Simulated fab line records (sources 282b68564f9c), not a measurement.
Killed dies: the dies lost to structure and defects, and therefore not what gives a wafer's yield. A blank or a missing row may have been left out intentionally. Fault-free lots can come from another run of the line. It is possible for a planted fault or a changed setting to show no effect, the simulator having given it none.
Matching of chambers :: flow rit cmos :: rie si-02 running RIT_GATE_ETCH_19: 4 sister chambers
The step etches poly-Si in SF6/CHF3/O2, stops on SiO2, time 165 s, target depth 312.5 nm. 8 wafers are shown with their chamber, then 7 later ones without.

WAFERS PAIRED WITH THEIR CHAMBERS
wafer: L454.5
chamber: 0
throttle valve pct (%): 10.21
oes product au (a.u.): 0.881

wafer: L458.5
chamber: 2
throttle valve pct (%): 10.35
oes product au (a.u.): 0.814

wafer: L462.2
chamber: 0
throttle valve pct (%): 10.22
oes product au (a.u.): 0.870

wafer: L462.3
chamber: 1
throttle valve pct (%): 10.12
oes product au (a.u.): 0.866

wafer: L462.6
chamber: 3
throttle valve pct (%): 10.37
oes product au (a.u.): 0.846

wafer: L464.3
chamber: 2
throttle valve pct (%): 10.35
oes product au (a.u.): 0.885

wafer: L468.3
chamber: 1
throttle valve pct (%): 10.14
oes product au (a.u.): 0.874

wafer: L468.5
chamber: 3
throttle valve pct (%): 10.37
oes product au (a.u.): 0.848

WAFERS MISSING THEIR CHAMBER
wafer: L468.6
throttle valve pct (%): 10.36
oes product au (a.u.): 0.829

wafer: L470.2
throttle valve pct (%): 10.13
oes product au (a.u.): 0.871

wafer: L470.3
throttle valve pct (%): 10.35
oes product au (a.u.): 0.820

wafer: L470.6
throttle valve pct (%): 10.35
oes product au (a.u.): 0.826

wafer: L476.1
throttle valve pct (%): 10.23
oes product au (a.u.): 0.883

wafer: L476.4
throttle valve pct (%): 10.38
oes product au (a.u.): 0.850

wafer: L476.6
throttle valve pct (%): 10.20
oes product au (a.u.): 0.881

CHAMBER TAKEN BY EACH
wafer: L468.6
from the rows above: can't be placed: 3 or 2
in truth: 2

wafer: L470.2
from the rows above: 1
in truth: 1

wafer: L470.3
from the rows above: can't be placed: 2 or 3
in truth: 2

wafer: L470.6
from the rows above: can't be placed: 2 or 3
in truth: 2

wafer: L476.1
from the rows above: 0
in truth: 0

wafer: L476.4
from the rows above: 3
in truth: 3

wafer: L476.6
from the rows above: 0
in truth: 0
Correct placement for 4 of the 7. Can't be placed from these rows: 3 (the true chamber is among the candidates in 3). Wrongly placed: 0.
How it was worked out, from the rows above alone: a wafer's distance from a chamber is the root of the sum, over the readings, of the square of ((its reading less the chamber's mean) divided by the reading's scatter). The wafer belongs to the nearest chamber; if the next one is less than 2 further off, it can't be placed. Each chamber's mean is taken over the wafers shown for it. The scatter: the root of (the sum of the squares of (reading less its chamber's mean) over the shown wafers, divided by (wafers less chambers)).
